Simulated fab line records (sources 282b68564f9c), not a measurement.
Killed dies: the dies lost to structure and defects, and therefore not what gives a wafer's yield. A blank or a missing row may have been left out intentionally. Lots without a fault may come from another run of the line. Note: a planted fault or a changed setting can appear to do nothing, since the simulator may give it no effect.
Which tool was responsible?	flow rit_cmos	42 wafers from 14 lots sampled at 2 of the route's 202 steps

== WHAT THE GAUGES READ, wafer by wafer ==
RIT_SPACER_THK_MEAS_04. Usual: SPACER_NITRIDE_THK gives 249.1 nm (standard deviation 2.2).
lot	measured	on	SPACER_NITRIDE_THK (nm)	flag
L952	day 3 08:25	film_metro-02	247.1 251.5 250.6	
L955	day 4 01:08	film_metro-02	253.2 251.0 252.5	
L956	day 4 03:12	film_metro-02	250.1 249.0 249.5	
L957	day 4 05:46	film_metro-04	250.4 249.1 248.3	
L958	day 4 13:55	film_metro-04	253.4 254.6 254.1	
L959	day 4 20:03	film_metro-02	248.8 250.0 252.0	
L960	day 5 00:14	film_metro-02	249.5 250.4 249.1	
L963	day 5 14:37	film_metro-02	248.2 249.4 251.6	
L964	day 5 15:44	film_metro-01	249.1 248.5 248.5	
L966	day 6 03:06	film_metro-04	247.2 248.2 245.5	
L967	day 6 10:38	film_metro-04	245.8 243.9 244.9	
L971	day 7 01:57	film_metro-01	481.1 481.1 482.7	OFF
L972	day 7 05:26	film_metro-02	485.3 484.3 486.8	OFF
L974	day 7 17:15	film_metro-02	247.6 247.9 247.4	

== WHICH TOOL RAN EACH LOT (tool, then ch and the chambers of the sampled wafers, then the start) ==
lot	RIT_SPACER_CVD_03
L952	lpcvd-01 ch 0, day 3 06:30
L955	lpcvd-01 ch 0, day 3 23:13
L956	lpcvd-01 ch 0, day 4 01:16
L957	lpcvd-02 ch 1, day 4 03:50
L958	lpcvd-02 ch 0, day 4 11:59
L959	lpcvd-01 ch 1, day 4 18:08
L960	lpcvd-01 ch 1, day 4 22:20
L963	lpcvd-02 ch 1, day 5 12:42
L964	lpcvd-01 ch 1, day 5 13:47
L966	lpcvd-01 ch 0, day 6 01:11
L967	lpcvd-01 ch 1, day 6 08:43
L971	lpcvd-02 ch 0, day 7 00:02
L972	lpcvd-02 ch 0, day 7 03:31
L974	lpcvd-01 ch 0, day 7 15:20
- RIT_SPACER_CVD_03: deposits Si3N4 from SiH2Cl2/NH3, target thk 250 nm, time 3300 s.

== AS READ BY THE TOOLS THEMSELVES (means over the sampled wafers that have a number; for cases with no such wafer, the mark the record gives instead) ==
The record holds no such reading with a usual standard deviation.

== THE ANSWER, worked out from the rows above alone ==
Rule: take the mean of a lot's wafers that have a number; if it is more than 3 standard deviations from the usual mean, the lot is off. A lot without any number at a reading at which 4 lots or more have one is off too. Any other lot the step has rows for is counted as sound. Order of review: gauges by route order, followed by the tools' own readings, for which a lot's mean as printed above is used. At the first step where some lot is off, the reading lying furthest off is the one used; lots without a number count as furthest.
Off: L971, L972, at RIT_SPACER_THK_MEAS_04 (SPACER_NITRIDE_THK).
If a tool, at a process step before that reading, ran all the lots that are off and no sound lot after the first of them, it fits. Gauges at RIT_SPACER_THK_MEAS_04: tried the same way as those tools. One candidate fits, namely lpcvd-02 at RIT_SPACER_CVD_03. Its last sound lot is L963 (day 5 12:42), its first lot that is off L971 (day 7 00:02): a fault that began between those two fits.

== WHAT HAD BEEN PUT IN BY THE SIMULATOR ==
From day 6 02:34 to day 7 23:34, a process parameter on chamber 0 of lpcvd-02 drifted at RIT_SPACER_CVD_03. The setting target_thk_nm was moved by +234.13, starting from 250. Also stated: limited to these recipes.
Lots struck among those shown: L971, L972. Same finding as the rule above.
